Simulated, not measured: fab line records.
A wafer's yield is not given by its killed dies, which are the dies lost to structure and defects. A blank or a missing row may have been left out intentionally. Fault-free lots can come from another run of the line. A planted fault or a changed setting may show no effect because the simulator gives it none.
A single fault, viewed from 2 desks ; flow berkeley_cmos170 ; each desk has only its own numbers; what lay behind them comes last

== AT THE METROLOGY DESK ==
Lot by lot, what the gauges showed, no matter which tool ran the lot: averages of those sampled wafers that carry a number. If a lot's mean is further than 4 standard deviations from the usual mean, the lot is out of limits and carries the mark OUT (the distance appears in the brackets).
Columns: A = PSD_TW at UCB170_PSD_TW_MEAS_10, usual 2312
lot;first seen here;A
L798;day 8 02:55;2314
L800;day 8 03:38;2302
L799;day 8 03:55;2344
L803;day 8 08:48;2297
L804;day 9 02:53;2288
L805;day 9 03:07;2342
L806;day 9 03:10;2293
L809;day 9 19:14;2337
L808;day 10 00:17;2340
L811;day 10 11:40;30 (-91) OUT
L819;day 12 01:38;2282
L820;day 12 01:57;2341
L821;day 12 07:16;2352
This desk's finding: out of limits on L811; first on L811, day 10 11:40 (PSD_TW at UCB170_PSD_TW_MEAS_10). L798, L800, L799, L803, L804, L805, L806, L809, L808, L819, L820, L821: within limits.

== DESK OF THE TOOL OWNER: plasma_asher-04 ==
The tool's own readings at UCB170_NLDD_STRIP_10 (strips in O2): means of the sampled wafers that have a number, for each lot that ran on this tool. If a lot's mean is further than 4 standard deviations from the usual mean, the lot is out of limits and carries the mark OUT (the distance appears in the brackets).
Columns: A = drypump_motor_current_A at UCB170_NLDD_STRIP_10, usual 5.7 A; B = oes_product_au at UCB170_NLDD_STRIP_10, usual 0.734 a.u.; C = strip_time_to_endpoint_s at UCB170_NLDD_STRIP_10, usual 21.58 s
lot;first seen here;A;B;C
L800;day 7 12:49;5.6;0.730;21.61
L798;day 7 13:32;5.6;0.733;21.62
L809;day 9 10:55;5.6;0.734;21.60
L808;day 9 12:34;5.1;0.737;21.61
L811;day 10 03:02;5.2;0.979 (+55) OUT;-
Finding of this desk: L811 out of limits; the first was L811 at day 10 03:02, on oes_product_au at UCB170_NLDD_STRIP_10. L800, L798, L809, L808: within limits.

== TAKEN TOGETHER ==
The tool owner's desk had the chance to raise an alarm at day 10 03:02 on L811.
Metrology desk: alarm possible at day 10 11:40 on L811.
Of the lots named, all ran UCB170_NLDD_STRIP_10 on plasma_asher-04.

== WHAT THE SIMULATOR HAD INSERTED ==
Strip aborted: plasma_asher-04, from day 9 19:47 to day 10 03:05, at UCB170_NLDD_STRIP_10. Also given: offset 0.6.
Lots struck among those shown: L811.
Delay (hours) between the fault's onset and each desk's first out-of-limits reading: 7 at the tool owner's desk, 16 at the metrology desk.
